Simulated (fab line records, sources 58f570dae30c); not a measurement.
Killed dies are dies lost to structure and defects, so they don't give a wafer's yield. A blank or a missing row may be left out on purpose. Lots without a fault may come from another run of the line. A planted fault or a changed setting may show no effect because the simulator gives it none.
Which tool did it? | flow berkeley_cmos170 | 14 lots, 42 wafers sampled, at 5 steps of a route of 331

WHAT THE GAUGES READ, wafer by wafer
UCB170_WELLDRIVE_THK_MEAS_02.
lot  | measured    | on            | WELLDRIVE_OXIDE_THK (nm)
L327 | day 3 19:52 | film_metro-04 | 202 204 207
L328 | day 3 19:52 | film_metro-02 | 204 201 201
L329 | day 3 19:52 | film_metro-03 | 199 198 200
L330 | day 4 08:35 | film_metro-04 | 205 204 206
L331 | day 4 19:07 | film_metro-03 | 204 206 203
L332 | day 4 19:07 | film_metro-04 | 200 199 195
L333 | day 5 05:14 | film_metro-03 | 202 202 203
L338 | day 6 01:59 | film_metro-04 | 203 202 200
L340 | day 6 06:55 | film_metro-04 | 199 198
L342 | day 7 02:49 | film_metro-04 | 201
L345 | day 7 07:38 | film_metro-04 | 199 198 193
L346 | day 7 07:38 | film_metro-03 | 201 198 197
L347 | day 7 11:09 | film_metro-04 | 197 196 198
L348 | day 7 21:19 | film_metro-04 | 198 198 202

UCB170_ACTIVE_THK_MEAS_06.
lot  | measured    | on            | ACTIVE_NITRIDE_THK (nm)
L327 | day 4 20:17 | film_metro-01 | 221.2 221.9 221.8
L328 | day 4 20:16 | film_metro-02 | 220.4 221.1 221.3
L329 | day 4 20:15 | film_metro-03 | 218.6 217.5 219.8
L330 | day 5 02:17 | film_metro-01 | 221.7 222.8 220.2
L331 | day 5 10:00 | film_metro-03 | 220.3 222.2 222.0
L332 | day 5 10:00 | film_metro-02 | 221.0 222.9 221.5
L333 | day 5 17:19 | film_metro-03 | 218.6 220.7 222.2
L338 | day 6 14:22 | film_metro-03 | 222.1 223.9 224.2
L340 | day 7 00:47 | film_metro-03 | 218.4 218.9
L342 | day 7 19:01 | film_metro-03 | 220.4
L345 | day 7 23:57 | film_metro-03 | 219.8 219.7 219.5
L346 | day 7 23:57 | film_metro-01 | 219.9 217.6 218.1
L347 | day 7 23:58 | film_metro-02 | 220.4 219.5 219.3
L348 | day 8 12:43 | film_metro-03 | 219.5 222.5 221.8

UCB170_PVT_OVL_MEAS_06.
lot  | measured    | on         | PVT_OVL (nm)
L327 | day 5 23:59 | overlay-02 | 0 -5 -3
L328 | day 5 23:43 | overlay-01 | -2 4 5
L329 | day 5 23:26 | overlay-01 | 2 4 -4
L330 | day 6 11:09 | overlay-01 | 9 12 5
L331 | day 6 19:13 | overlay-02 | 12 5 7
L332 | day 6 19:29 | overlay-02 | 4 13 8
L333 | day 6 22:43 | overlay-01 | 3 3 6
L338 | day 8 00:11 | overlay-02 | -5 -5 -5
L340 | day 8 07:22 | overlay-02 | -11 -4
L342 | day 9 01:56 | overlay-01 | -7
L345 | day 9 07:32 | overlay-01 | 11 5 4
L346 | day 9 06:49 | overlay-02 | 13 2 9
L347 | day 9 07:29 | overlay-02 | -3 -4 -2
L348 | day 9 20:41 | overlay-02 | 1 -2 -6

WHICH TOOL RAN EACH LOT (tool, then ch and the chambers of the sampled wafers, then the start)
lot  | UCB170_NWELL_ETCH_13              | UCB170_NWELL_STRIP_15
L327 | rie_diel-04 ch 1,3, day 2 05:57   | plasma_asher-03 ch 0,1, day 2 06:12
L328 | rie_diel-01 ch 0,1,2, day 2 06:14 | plasma_asher-04 ch 0,1, day 2 06:29
L329 | rie_diel-03 ch 0,1,2, day 2 12:40 | plasma_asher-04 ch 0, day 2 12:55
L330 | rie_diel-04 ch 1,2,3, day 2 19:37 | plasma_asher-04 ch 0,1, day 2 19:52
L331 | rie_diel-01 ch 0,1,2, day 3 07:14 | plasma_asher-02 ch 0,1, day 3 07:29
L332 | rie_diel-03 ch 2,3, day 3 07:20   | plasma_asher-03 ch 0,1, day 3 07:35
L333 | rie_diel-03 ch 2,3, day 3 20:19   | plasma_asher-04 ch 0,1, day 3 20:35
L338 | rie_diel-01 ch 0,2, day 4 21:37   | plasma_asher-02 ch 0,1, day 4 21:52
L340 | rie_diel-04 ch 0,1,3, day 5 01:59 | plasma_asher-03 ch 0,1, day 5 02:15
L342 | rie_diel-04 ch 1,2, day 5 13:41   | plasma_asher-04 ch 0,1, day 5 13:56
L345 | rie_diel-03 ch 0,2,3, day 6 00:27 | plasma_asher-02 ch 0,1, day 6 00:43
L346 | rie_diel-01 ch 0,2,3, day 6 00:44 | plasma_asher-03 ch 0,1, day 6 00:59
L347 | rie_diel-01 ch 1,3, day 6 06:43   | plasma_asher-03 ch 0,1, day 6 06:58
L348 | rie_diel-03 ch 0,1,2, day 6 19:07 | plasma_asher-04 ch 0,1, day 6 19:22
- UCB170_NWELL_ETCH_13: etches Si3N4 in CH3F/Ar/O2, stops on SiO2, target depth 246.4 nm, time 154 s.
- UCB170_NWELL_STRIP_15: strips in O2.

WHAT THE TOOLS THEMSELVES READ (means of the sampled wafers that have a number; where no wafer has one, the mark that the record gives instead)
UCB170_NWELL_ETCH_13.
lot  | tool        | drypump_motor_current_A (A) | oes_product_au (a.u.) | run_length_s (s) | throttle_valve_pct (%)
L327 | rie_diel-04 | 5.2                         | 0.941                 | 182.0            | 7.96
L328 | rie_diel-01 | 5.1                         | 0.941                 | 182.1            | 8.05
L329 | rie_diel-03 | 5.8                         | 0.957                 | 181.8            | 8.02
L330 | rie_diel-04 | 5.3                         | 0.944                 | 182.6            | 8.00
L331 | rie_diel-01 | 5.1                         | 0.954                 | 182.1            | 8.04
L332 | rie_diel-03 | 5.8                         | 0.950                 | 181.9            | 7.84
L333 | rie_diel-03 | 5.8                         | 0.943                 | 181.9            | 7.85
L338 | rie_diel-01 | 5.4                         | 0.950                 | 182.1            | 8.08
L340 | rie_diel-04 | 5.2                         | 0.974                 | 150.2            | 8.04
L342 | rie_diel-04 | 5.5                         | 1.008                 | 118.2            | 7.99
L345 | rie_diel-03 | 5.9                         | 0.940                 | 182.1            | 7.89
L346 | rie_diel-01 | 5.5                         | 0.944                 | 182.1            | 7.99
L347 | rie_diel-01 | 5.6                         | 0.922                 | 182.3            | 7.84
L348 | rie_diel-03 | 5.8                         | 0.954                 | 181.9            | 8.01

UCB170_NWELL_STRIP_15.
lot  | tool            | drypump_motor_current_A (A) | oes_product_au (a.u.) | strip_time_to_endpoint_s (s)
L327 | plasma_asher-03 | 5.3                         | 0.725                 | 17.89
L328 | plasma_asher-04 | 5.9                         | 0.722                 | 18.04
L329 | plasma_asher-04 | 5.4                         | 0.720                 | 18.07
L330 | plasma_asher-04 | 5.7                         | 0.721                 | 18.05
L331 | plasma_asher-02 | 5.6                         | 0.722                 | 18.07
L332 | plasma_asher-03 | 5.3                         | 0.721                 | 18.02
L333 | plasma_asher-04 | 5.9                         | 0.717                 | 18.00
L338 | plasma_asher-02 | 5.2                         | 0.722                 | 18.08
L340 | plasma_asher-03 | 5.3                         | 0.720                 | 18.88
L342 | plasma_asher-04 | 5.9                         | 0.729                 | 19.62
L345 | plasma_asher-02 | 5.2                         | 0.719                 | 17.95
L346 | plasma_asher-03 | 5.2                         | 0.719                 | 17.99
L347 | plasma_asher-03 | 5.3                         | 0.722                 | 18.10
L348 | plasma_asher-04 | 5.7                         | 0.721                 | 17.92

THE ANSWER, worked out from the rows above alone
Rule: what is usual is taken from the lots themselves. Put in order of their means at a reading, lots are off if they are a third of the lots or fewer, leave a main group of 4 or more, and stand apart from it by a gap of 3 or more times the standard deviation of the main group's means; of several such gaps the widest counts. A main group whose means are all the same, to the digits that the tables above print for the reading, isn't used. A lot without any number at a reading at which 4 lots or more have one is off too. The other lots that the step has rows for count as sound. The gauges are gone through in route order, then the tools' own readings, and for those a lot's mean is taken as printed above. The first step at which some lot is off is used, and at that step the reading that is off furthest; a lot without a number counts as furthest.
Off: L340, L342, at UCB170_NWELL_ETCH_13 (run_length_s). The main group: mean 182.1 s, standard deviation 0.2.
A tool fits if, at that step or a process step before it, it ran every lot that is off, and no sound lot after the first of them. One fits: rie_diel-04 at UCB170_NWELL_ETCH_13. Its last sound lot is L330 (day 2 19:37), its first lot that is off L340 (day 5 01:59): a fault that began between those two fits.
The tool's own readings at UCB170_NWELL_ETCH_13 bear it out: on the lots that are off they differ by more than 5 times the standard deviation of the sound lots' means. oes_product_au reads 0.991 a.u. there against 0.945 a.u. on the sound lots; run_length_s reads 134.2 s there against 182.1 s on the sound lots.

WHAT THE SIMULATOR HAD PUT IN
Process parameter drift: rie_diel-04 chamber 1, from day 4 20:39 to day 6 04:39, at UCB170_NWELL_ETCH_13. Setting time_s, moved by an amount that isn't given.
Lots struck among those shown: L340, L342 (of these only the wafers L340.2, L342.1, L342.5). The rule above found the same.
